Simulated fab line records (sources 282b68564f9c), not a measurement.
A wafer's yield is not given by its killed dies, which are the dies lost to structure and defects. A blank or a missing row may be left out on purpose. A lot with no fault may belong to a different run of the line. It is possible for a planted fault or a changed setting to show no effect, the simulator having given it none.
2 desks looking at one fault || flow rit cmos || each desk holds nothing but its own numbers, with what lay behind them at the end

== DESK OF THE TOOL OWNER: rie si-02 ==
The tool's own readings at RIT_GATE_ETCH_19 (etches poly-Si in SF6/CHF3/O2, stops on SiO2, time 165 s, target depth 312.5 nm): means of the sampled wafers that have a number, for each lot that ran on this tool. If a lot's mean is further than 4 standard deviations from the usual mean, the lot is out of limits and carries the mark OUT (the distance appears in the brackets).
Columns: A = drypump motor current A at RIT_GATE_ETCH_19, usual 5.8 A; B = oes product au at RIT_GATE_ETCH_19, usual 0.850 a.u.; C = throttle valve pct at RIT_GATE_ETCH_19, usual 10.19 %
{"lot": "L628", "first seen here": "day 3 08:31", "A": 5.7, "B": 0.855, "C": 10.02}
{"lot": "L636", "first seen here": "day 4 19:52", "A": 5.8, "B": 0.857, "C": 10.05}
{"lot": "L640", "first seen here": "day 5 15:28", "A": 5.7, "B": 0.885, "C": 10.01}
{"lot": "L642", "first seen here": "day 6 01:19", "A": 5.7, "B": 0.871, "C": 10.15}
{"lot": "L644", "first seen here": "day 6 12:05", "A": 5.7, "B": 0.868, "C": 10.15}
This desk's finding: nothing out of limits on any of the 5 lots.

== FROM THE METROLOGY DESK ==
What the gauges read, lot by lot, whatever tool the lot ran on: means of the sampled wafers that have a number. If a lot's mean is further than 4 standard deviations from the usual mean, the lot is out of limits and carries the mark OUT (the distance appears in the brackets).
Columns: A = GATE_OXIDE_THK at RIT_GATE_THK_MEAS_07, usual 3.00 nm; B = GATE_POLY_THK at RIT_GATE_THK_MEAS_09, usual 249.5 nm; C = cd nm at RIT_GATE_CD_MEAS_16, usual 150.0 nm; D = GATE_OVL at RIT_GATE_OVL_MEAS_17, usual -0.9 nm
{"lot": "L628", "first seen here": "day 3 05:23", "A": 3.09, "B": 246.7, "C": 151.1, "D": -1.9}
{"lot": "L636", "first seen here": "day 4 16:58", "A": 2.98, "B": 247.6, "C": 147.8, "D": -0.4}
{"lot": "L637", "first seen here": "day 4 21:45", "A": 2.88, "B": 252.5, "C": 147.2, "D": 0.4}
{"lot": "L640", "first seen here": "day 5 12:20", "A": 2.96, "B": 250.5, "C": 152.6, "D": -2.7}
{"lot": "L642", "first seen here": "day 5 22:07", "A": 3.02, "B": 250.4, "C": 149.6, "D": -0.8}
{"lot": "L644", "first seen here": "day 6 09:04", "A": 3.05, "B": 249.1, "C": 148.6, "D": -0.1}
{"lot": "L647", "first seen here": "day 6 23:18", "A": 2.95, "B": 248.6, "C": 149.1, "D": -3.4}
This desk's finding: nothing out of limits on any of the 7 lots.

== BROUGHT TOGETHER ==
The desk of the tool owner found nothing out of limits.
The metrology desk saw nothing out of limits.

== WHAT THE SIMULATOR PUT IN ==
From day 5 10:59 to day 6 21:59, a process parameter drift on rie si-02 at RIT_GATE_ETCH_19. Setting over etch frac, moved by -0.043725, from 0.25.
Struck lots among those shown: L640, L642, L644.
